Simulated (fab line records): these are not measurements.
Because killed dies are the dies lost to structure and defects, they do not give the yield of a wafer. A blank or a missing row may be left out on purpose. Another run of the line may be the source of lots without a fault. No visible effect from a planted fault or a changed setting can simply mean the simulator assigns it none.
Tool commonality check :: flow rit cmos :: Sampled: 14 lots, 42 wafers

## WHY THIS WAS OPENED
RIT_SDANNEAL_RS_MEAS_04, reading PSD_RS: flagged on 2 of 14 lots. Wafers without a fault read 115.93 ohm/sq, standard deviation 0.26.
Rule: a lot is flagged when every wafer of it that has a number lies more than 4 standard deviations from that mean, or none has a number. The other lots count as sound.

lot: L864
measured: day 3 07:38
on: film metro-03
PSD_RS (ohm/sq), wafer by wafer: 116.07 116.24 115.92
flag: 

lot: L865
measured: day 3 11:38
on: film metro-04
PSD_RS (ohm/sq), wafer by wafer: 115.88 115.87 115.95
flag: 

lot: L866
measured: day 3 16:51
on: film metro-03
PSD_RS (ohm/sq), wafer by wafer: 115.36 115.60 116.10
flag: 

lot: L867
measured: day 3 20:29
on: film metro-04
PSD_RS (ohm/sq), wafer by wafer: 116.16 116.22 116.23
flag: 

lot: L869
measured: day 4 08:48
on: film metro-03
PSD_RS (ohm/sq), wafer by wafer: 115.84 115.46 115.54
flag: 

lot: L870
measured: day 4 12:28
on: film metro-03
PSD_RS (ohm/sq), wafer by wafer: 116.08 116.05 116.20
flag: 

lot: L871
measured: day 4 17:35
on: film metro-04
PSD_RS (ohm/sq), wafer by wafer: 115.83 115.43 115.69
flag: 

lot: L872
measured: day 4 23:50
on: film metro-04
PSD_RS (ohm/sq), wafer by wafer: 116.27 116.17 116.07
flag: 

lot: L873
measured: day 5 06:28
on: film metro-04
PSD_RS (ohm/sq), wafer by wafer: 116.28 115.64 116.17
flag: 

lot: L874
measured: day 5 08:55
on: film metro-04
PSD_RS (ohm/sq), wafer by wafer: 115.88 115.65 115.50
flag: 

lot: L875
measured: day 5 13:20
on: film metro-03
PSD_RS (ohm/sq), wafer by wafer: 115.83 115.92 116.16
flag: 

lot: L882
measured: day 6 23:56
on: film metro-04
PSD_RS (ohm/sq), wafer by wafer: 165.64 165.97 165.58
flag: FLAGGED

lot: L884
measured: day 7 07:11
on: film metro-02
PSD_RS (ohm/sq), wafer by wafer: 166.08 166.08 165.10
flag: FLAGGED

lot: L887
measured: day 7 21:43
on: film metro-03
PSD_RS (ohm/sq), wafer by wafer: 115.89 115.56 115.83
flag: 
On average the flagged lots read 165.74 ohm/sq, which is +49.81 ohm/sq against the usual, or +99 or more standard deviations.

## WHICH TOOL EACH LOT WENT THROUGH
The record holds 1 process step before the reading, out of a route of 202 steps. Read each cell as the tool, then ch plus the chambers that the sampled wafers visited, then the start.
lot: L864
flag: 
RIT_SDANNEAL_RTA_03: rtp anneal-01 ch 0, day 3 07:34

lot: L865
flag: 
RIT_SDANNEAL_RTA_03: rtp anneal-02 ch 0, day 3 11:34

lot: L866
flag: 
RIT_SDANNEAL_RTA_03: rtp anneal-01 ch 0, day 3 16:47

lot: L867
flag: 
RIT_SDANNEAL_RTA_03: rtp anneal-02 ch 0, day 3 20:25

lot: L869
flag: 
RIT_SDANNEAL_RTA_03: rtp anneal-02 ch 0, day 4 08:44

lot: L870
flag: 
RIT_SDANNEAL_RTA_03: rtp anneal-01 ch 0, day 4 12:23

lot: L871
flag: 
RIT_SDANNEAL_RTA_03: rtp anneal-02 ch 0, day 4 17:32

lot: L872
flag: 
RIT_SDANNEAL_RTA_03: rtp anneal-01 ch 0, day 4 23:47

lot: L873
flag: 
RIT_SDANNEAL_RTA_03: rtp anneal-02 ch 0, day 5 06:24

lot: L874
flag: 
RIT_SDANNEAL_RTA_03: rtp anneal-01 ch 0, day 5 08:50

lot: L875
flag: 
RIT_SDANNEAL_RTA_03: rtp anneal-02 ch 0, day 5 13:17

lot: L882
flag: FLAGGED
RIT_SDANNEAL_RTA_03: rtp anneal-01 ch 0, day 6 23:52

lot: L884
flag: FLAGGED
RIT_SDANNEAL_RTA_03: rtp anneal-01 ch 0, day 7 07:08

lot: L887
flag: 
RIT_SDANNEAL_RTA_03: rtp anneal-02 ch 0, day 7 21:40
These steps, and what they do:
- RIT_SDANNEAL_RTA_03: time 5 s.
- RIT_SDANNEAL_RS_MEAS_04: measures by four-point-probe.

## FLAGGED OVER TOTAL, TOOL BY TOOL (the gauges that took the reading come last)
step: RIT_SDANNEAL_RTA_03
tool: rtp anneal-01
lots run: 7
flagged: 2
share of the flagged lots: all
sound lots run after its first flagged lot: 0

step: RIT_SDANNEAL_RTA_03
tool: rtp anneal-02
lots run: 7
flagged: 0
share of the flagged lots: none
sound lots run after its first flagged lot: -

step: RIT_SDANNEAL_RS_MEAS_04
tool: film metro-02
lots run: 1
flagged: 1
share of the flagged lots: some
sound lots run after its first flagged lot: 0

step: RIT_SDANNEAL_RS_MEAS_04
tool: film metro-03
lots run: 6
flagged: 0
share of the flagged lots: none
sound lots run after its first flagged lot: -

step: RIT_SDANNEAL_RS_MEAS_04
tool: film metro-04
lots run: 7
flagged: 1
share of the flagged lots: some
sound lots run after its first flagged lot: 0

## THE TABLE: WHAT IT ALLOWS
Rows of the table that ran each flagged lot: 1, that is rtp anneal-01 at RIT_SDANNEAL_RTA_03.
- rtp anneal-01 at RIT_SDANNEAL_RTA_03 ran 7 lots, 2 of them flagged. Its last sound lot is L874 (day 5 08:50), its first flagged lot L882 (day 6 23:52): a fault that began between those two fits. Its own readings (wafer_temp_C_max) fall more than 4 standard deviations out on all wafers of the flagged lots.
One tool is left: rtp anneal-01 at RIT_SDANNEAL_RTA_03.

## WHAT HAD BEEN PUT IN BY THE SIMULATOR
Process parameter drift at RIT_SDANNEAL_RTA_03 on rtp anneal-01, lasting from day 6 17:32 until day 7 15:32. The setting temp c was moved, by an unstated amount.
Struck lots among those shown: L882, L884. The rule above reached the same finding.
